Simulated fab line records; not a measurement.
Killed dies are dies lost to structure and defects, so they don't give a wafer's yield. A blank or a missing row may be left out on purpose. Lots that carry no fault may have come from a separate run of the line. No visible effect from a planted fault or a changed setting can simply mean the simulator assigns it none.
Which tool was responsible? + flow berkeley_cmos170 + 14 lots with 42 wafers sampled at 4 steps, on a route of 331 steps

## WHAT THE GAUGES SHOWED, per wafer
UCB170_START_BOW_MEAS_00.
| lot  | measured    | on            | INCOMING_BOW (um) |
|------|-------------|---------------|-------------------|
| L210 | day 1 15:01 | film_metro-04 | -6 -5 3           |
| L211 | day 1 20:00 | film_metro-04 | 0 -4 -12          |
| L212 | day 2 01:04 | film_metro-03 | 0 -10 -2          |
| L213 | day 2 06:00 | film_metro-03 | -2 -1 3           |
| L215 | day 2 16:01 | film_metro-03 | -4 2 14           |
| L216 | day 2 21:02 | film_metro-04 | 14 2 1            |
| L221 | day 3 22:01 | film_metro-03 | -4 -1 -3          |
| L222 | day 4 03:00 | film_metro-03 | 1 6 -3            |
| L223 | day 4 08:00 | film_metro-03 | 6 6 -5            |
| L228 | day 5 09:00 | film_metro-02 | 4 -2 14           |
| L229 | day 5 14:01 | film_metro-03 | -2 1 -2           |
| L230 | day 5 19:00 | film_metro-02 | 2 4 -4            |
| L231 | day 6 00:00 | film_metro-02 | -9 9 -4           |
| L232 | day 6 05:01 | film_metro-03 | 5 7 6             |

UCB170_GATE_OVL_MEAS_13.
| lot  | measured     | on         | GATE_OVL (nm) |
|------|--------------|------------|---------------|
| L210 | day 6 12:28  | overlay-02 | 3 -6 1        |
| L211 | day 6 12:42  | overlay-01 | 7 3 3         |
| L212 | day 6 12:57  | overlay-02 | 4 11 6        |
| L213 | day 6 22:01  | overlay-01 | 3 0 4         |
| L215 | day 6 22:23  | overlay-02 | -4 -4 -1      |
| L216 | day 7 11:11  | overlay-02 | 0 6 11        |
| L221 | day 8 15:49  | overlay-02 | 9 4 9         |
| L222 | day 8 15:34  | overlay-01 | 8 9 12        |
| L223 | day 8 14:31  | overlay-01 | 7 16 7        |
| L228 | day 10 01:58 | overlay-02 | -7 -3 -5      |
| L229 | day 10 02:14 | overlay-02 | 3 7 0         |
| L230 | day 10 01:41 | overlay-02 | 12 5 11       |
| L231 | day 10 02:17 | overlay-01 | 7 9 9         |
| L232 | day 10 08:56 | overlay-01 | 4 -3 2        |

UCB170_NLDD_CD_MEAS_06: target cd 1200 nm.
| lot  | measured     | on        | cd_nm (nm)           |
|------|--------------|-----------|----------------------|
| L210 | day 6 15:50  | cd_sem-01 | 1200.6 1199.1 1200.5 |
| L211 | day 6 16:05  | cd_sem-02 | 1198.0 1200.3 1200.1 |
| L212 | day 6 16:56  | cd_sem-02 | 1196.6 1198.3 1199.1 |
| L213 | day 7 02:55  | cd_sem-01 | 1200.6 1201.5 1200.8 |
| L215 | day 7 03:45  | cd_sem-02 | 1200.4 1200.7 1200.8 |
| L216 | day 7 15:35  | cd_sem-02 | 1199.3 1197.1 1200.3 |
| L221 | day 8 20:29  | cd_sem-02 | 1199.3 1199.3 1199.7 |
| L222 | day 8 20:35  | cd_sem-02 | 1200.5 1201.2 1200.7 |
| L223 | day 8 19:55  | cd_sem-01 | 1200.0 1199.2 1199.8 |
| L228 | day 10 06:55 | cd_sem-01 | 1199.9 1199.1 1201.2 |
| L229 | day 10 07:31 | cd_sem-02 | 1200.1 1198.7 1199.8 |
| L230 | day 10 06:52 | cd_sem-02 | 1200.9 1200.8 1200.4 |
| L231 | day 10 07:35 | cd_sem-01 | 1197.0 1196.6 1196.0 |
| L232 | day 10 12:50 | cd_sem-01 | 1200.0 1200.3 1198.5 |

## WHICH TOOL RAN EACH LOT (tool, then ch and the chambers of the sampled wafers, then the start)
| lot  | UCB170_NWELL_SOFTBAKE_08         |
|------|----------------------------------|
| L210 | litho_track-04 ch 0, day 2 13:37 |
| L211 | litho_track-02 ch 0, day 2 17:40 |
| L212 | litho_track-04 ch 0, day 2 17:34 |
| L213 | litho_track-04 ch 0, day 2 19:05 |
| L215 | litho_track-02 ch 0, day 3 06:23 |
| L216 | litho_track-02 ch 0, day 3 16:32 |
| L221 | litho_track-02 ch 0, day 4 16:02 |
| L222 | litho_track-02 ch 0, day 4 20:04 |
| L223 | litho_track-02 ch 0, day 5 01:55 |
| L228 | litho_track-03 ch 0, day 6 09:49 |
| L229 | litho_track-03 ch 0, day 6 11:17 |
| L230 | litho_track-04 ch 0, day 6 16:41 |
| L231 | litho_track-03 ch 0, day 6 16:52 |
| L232 | litho_track-03 ch 0, day 6 22:20 |
- UCB170_NWELL_SOFTBAKE_08: time 60 s.

## WHAT THE TOOLS THEMSELVES READ (means of the sampled wafers that have a number; where no wafer has one, the mark that the record gives instead)
UCB170_NWELL_SOFTBAKE_08.
| lot  | tool           | run_length_s (s) |
|------|----------------|------------------|
| L210 | litho_track-04 | 89.10            |
| L211 | litho_track-02 | 89.24            |
| L212 | litho_track-04 | 89.05            |
| L213 | litho_track-04 | 89.07            |
| L215 | litho_track-02 | 89.21            |
| L216 | litho_track-02 | 89.23            |
| L221 | litho_track-02 | 89.19            |
| L222 | litho_track-02 | 91.61            |
| L223 | litho_track-02 | 91.61            |
| L228 | litho_track-03 | 89.43            |
| L229 | litho_track-03 | 89.37            |
| L230 | litho_track-04 | 89.28            |
| L231 | litho_track-03 | 89.25            |
| L232 | litho_track-03 | 89.28            |

## THE ANSWER, worked out from the rows above alone
Rule: what is usual is taken from the lots themselves. Put in order of their means at a reading, lots are off if they are a third of the lots or fewer, leave a main group of 4 or more, and stand apart from it by a gap of 3 or more times the standard deviation of the main group's means; of several such gaps the widest counts. If all means in a main group match to the digits the tables above print for the reading, that group is not used. Also off: a lot with no number at a reading for which 4 or more lots have one. Where the step has rows for the other lots, those lots are counted as sound. After the gauges, taken in route order, come the tools' own readings; for these a lot's mean is taken, as printed above. The first step at which some lot is off is used, and at that step the reading that is off furthest; a lot without a number counts as furthest.
Off, at UCB170_NWELL_SOFTBAKE_08 on run_length_s: L222, L223. Mean 89.22 s and standard deviation 0.11 in the main group.
A tool fits if, at that step or a process step before it, it ran every lot that is off, and no sound lot after the first of them. One candidate fits, namely litho_track-02 at UCB170_NWELL_SOFTBAKE_08. Its last sound lot is L221 (day 4 16:02), its first lot that is off L222 (day 4 20:04): a fault that began between those two fits.
On the lots that are off, the tool's own readings at UCB170_NWELL_SOFTBAKE_08 differ by more than 5 times the standard deviation of the sound lots' means, which bears it out; run_length_s reads 91.61 s there versus 89.22 s on the sound lots.

## WHAT THE SIMULATOR HAD PUT IN
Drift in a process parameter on litho_track-02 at UCB170_NWELL_SOFTBAKE_08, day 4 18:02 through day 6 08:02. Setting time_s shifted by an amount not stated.
Lots struck among those shown: L222, L223. The rule above reached the same finding.
